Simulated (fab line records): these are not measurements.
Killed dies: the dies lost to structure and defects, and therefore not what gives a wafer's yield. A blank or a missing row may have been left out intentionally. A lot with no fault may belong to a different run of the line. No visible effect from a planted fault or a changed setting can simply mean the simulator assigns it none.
Split-lot study :: flow rit_cmos :: route with 202 steps; 5 lots, 23 wafers read

== THE SPLIT ==
At RIT_M1_SPUTTER_00 (material Al, target thk 400 nm, time 500 s), the setting power_w was moved away from the recipe's 2000 W on 6 of the 23 wafers read, by -3.2% to +7.9%. The other wafers ran this setting at the recipe's value.

== FROM THE SPLIT ON TO THE READING: in between, the file shows 1 step ==
- RIT_M1_RS_MEAS_01: measures by four-point-probe

== THE READING ==
M1_AL_THK, in nm, at RIT_M1_THK_MEAS_02 (measures by xrf). Typical for fault-free wafers on this fab line: 398 nm, with standard deviation 6.1 nm.

wafer: L074.1
tool, chamber at the split: pvd_sputter-03, -
power_w as run, W: 2000
against the recipe: recipe
M1_AL_THK, nm: 395
against lot-mates on the recipe: -

wafer: L074.3
tool, chamber at the split: pvd_sputter-03, -
power_w as run, W: 2000
against the recipe: recipe
M1_AL_THK, nm: 391
against lot-mates on the recipe: -

wafer: L074.5
tool, chamber at the split: pvd_sputter-03, -
power_w as run, W: 2000
against the recipe: recipe
M1_AL_THK, nm: 387
against lot-mates on the recipe: -

wafer: L075.1
tool, chamber at the split: pvd_sputter-02, -
power_w as run, W: 1935
against the recipe: -3.2%
M1_AL_THK, nm: 387
against lot-mates on the recipe: -10

wafer: L075.2
tool, chamber at the split: pvd_sputter-02, -
power_w as run, W: 1935
against the recipe: -3.2%
M1_AL_THK, nm: 388
against lot-mates on the recipe: -8

wafer: L075.3
tool, chamber at the split: pvd_sputter-02, -
power_w as run, W: 2000
against the recipe: recipe
M1_AL_THK, nm: 398
against lot-mates on the recipe: -

wafer: L075.4
tool, chamber at the split: pvd_sputter-02, -
power_w as run, W: 2000
against the recipe: recipe
M1_AL_THK, nm: 395
against lot-mates on the recipe: -

wafer: L075.6
tool, chamber at the split: pvd_sputter-02, -
power_w as run, W: 1935
against the recipe: -3.2%
M1_AL_THK, nm: 378
against lot-mates on the recipe: -18

wafer: L080.1
tool, chamber at the split: pvd_sputter-03, -
power_w as run, W: 2000
against the recipe: recipe
M1_AL_THK, nm: 386
against lot-mates on the recipe: -

wafer: L080.2
tool, chamber at the split: pvd_sputter-03, -
power_w as run, W: 2000
against the recipe: recipe
M1_AL_THK, nm: 389
against lot-mates on the recipe: -

wafer: L080.3
tool, chamber at the split: pvd_sputter-03, -
power_w as run, W: 2000
against the recipe: recipe
M1_AL_THK, nm: 387
against lot-mates on the recipe: -

wafer: L080.4
tool, chamber at the split: pvd_sputter-03, -
power_w as run, W: 2000
against the recipe: recipe
M1_AL_THK, nm: 379
against lot-mates on the recipe: -

wafer: L080.5
tool, chamber at the split: pvd_sputter-03, -
power_w as run, W: 2000
against the recipe: recipe
M1_AL_THK, nm: 389
against lot-mates on the recipe: -

wafer: L082.1
tool, chamber at the split: pvd_sputter-02, -
power_w as run, W: 2000
against the recipe: recipe
M1_AL_THK, nm: 404
against lot-mates on the recipe: -

wafer: L082.2
tool, chamber at the split: pvd_sputter-02, -
power_w as run, W: 2000
against the recipe: recipe
M1_AL_THK, nm: 409
against lot-mates on the recipe: -

wafer: L082.3
tool, chamber at the split: pvd_sputter-02, -
power_w as run, W: 2000
against the recipe: recipe
M1_AL_THK, nm: 402
against lot-mates on the recipe: -

wafer: L082.4
tool, chamber at the split: pvd_sputter-02, -
power_w as run, W: 2000
against the recipe: recipe
M1_AL_THK, nm: 404
against lot-mates on the recipe: -

wafer: L082.5
tool, chamber at the split: pvd_sputter-02, -
power_w as run, W: 2000
against the recipe: recipe
M1_AL_THK, nm: 404
against lot-mates on the recipe: -

wafer: L085.2
tool, chamber at the split: pvd_sputter-03, -
power_w as run, W: 2157
against the recipe: +7.9%
M1_AL_THK, nm: 433
against lot-mates on the recipe: +30

wafer: L085.3
tool, chamber at the split: pvd_sputter-03, -
power_w as run, W: 2157
against the recipe: +7.9%
M1_AL_THK, nm: 441
against lot-mates on the recipe: +38

wafer: L085.4
tool, chamber at the split: pvd_sputter-03, -
power_w as run, W: 2157
against the recipe: +7.9%
M1_AL_THK, nm: 440
against lot-mates on the recipe: +37

wafer: L085.5
tool, chamber at the split: pvd_sputter-03, -
power_w as run, W: 2000
against the recipe: recipe
M1_AL_THK, nm: 400
against lot-mates on the recipe: -

wafer: L085.6
tool, chamber at the split: pvd_sputter-03, -
power_w as run, W: 2000
against the recipe: recipe
M1_AL_THK, nm: 406
against lot-mates on the recipe: -

THE FIT
A straight line over all 23 wafers: M1_AL_THK changes by +5.05 nm for each +1% of power_w; r = +0.89; the points scatter about the line by 8.1 nm.
The same after taking each lot's own level away (the mean of its wafers on the recipe; 23 wafers): +4.33 nm for each +1%; r = +0.97; scatter 3.5 nm.
That fit puts the effect of the largest move of power_w on the reading at 34 nm.
The lots' own levels span 386.0 to 404.6 nm, that is 3.0 times the standard deviation above.
So the slope is not independent of the lot-to-lot level: the two fits are not the same.
Check: +36.2 nm against its lot-mates is what the line predicts for one of the wafers moved furthest among these (+7.9%) when that wafer is left out of the fit. It came out at +30 nm against them.

== THESE WAFERS: OTHER SPLITS ==
Before the reading, these wafers also passed through other splits. Each is held against what the fit with the lots' levels taken away leaves over:
other split on the same wafers: RIT_PSD_IMPLANT_08 energy_kev
wafers away from the commonest value: 7
r with M1_AL_THK (lot level and that fit taken away): +0.36

other split on the same wafers: RIT_SILICIDE_SPUTTER_01 chamber_pressure_pa
wafers away from the commonest value: 10
r with M1_AL_THK (lot level and that fit taken away): +0.10

== THE WHOLE CHAIN: every reading that the file lists as answering this split, in the file's order ==
step: RIT_M1_SPUTTER_00
what it does: material Al, target thk 400 nm, time 500 s
reading: Al_of_M1_SPUTTER_00.thk_nm (the simulator's own value, which no gauge read)
change (the file's fit): +4.18 nm for each +1% of the setting
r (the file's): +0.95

step: RIT_M1_RS_MEAS_01
what it does: measures by four-point-probe
reading: M1_AL_RS
change (the file's fit): -0.00073 for each +1% of the setting
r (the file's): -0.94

step: RIT_M1_THK_MEAS_02
what it does: measures by xrf
reading: M1_AL_THK
change (the file's fit): +4.34 for each +1% of the setting
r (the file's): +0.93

== THE FILE'S OWN FIT ==
M1_AL_THK changes by +4.34 nm for each +1% of power_w, r = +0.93.
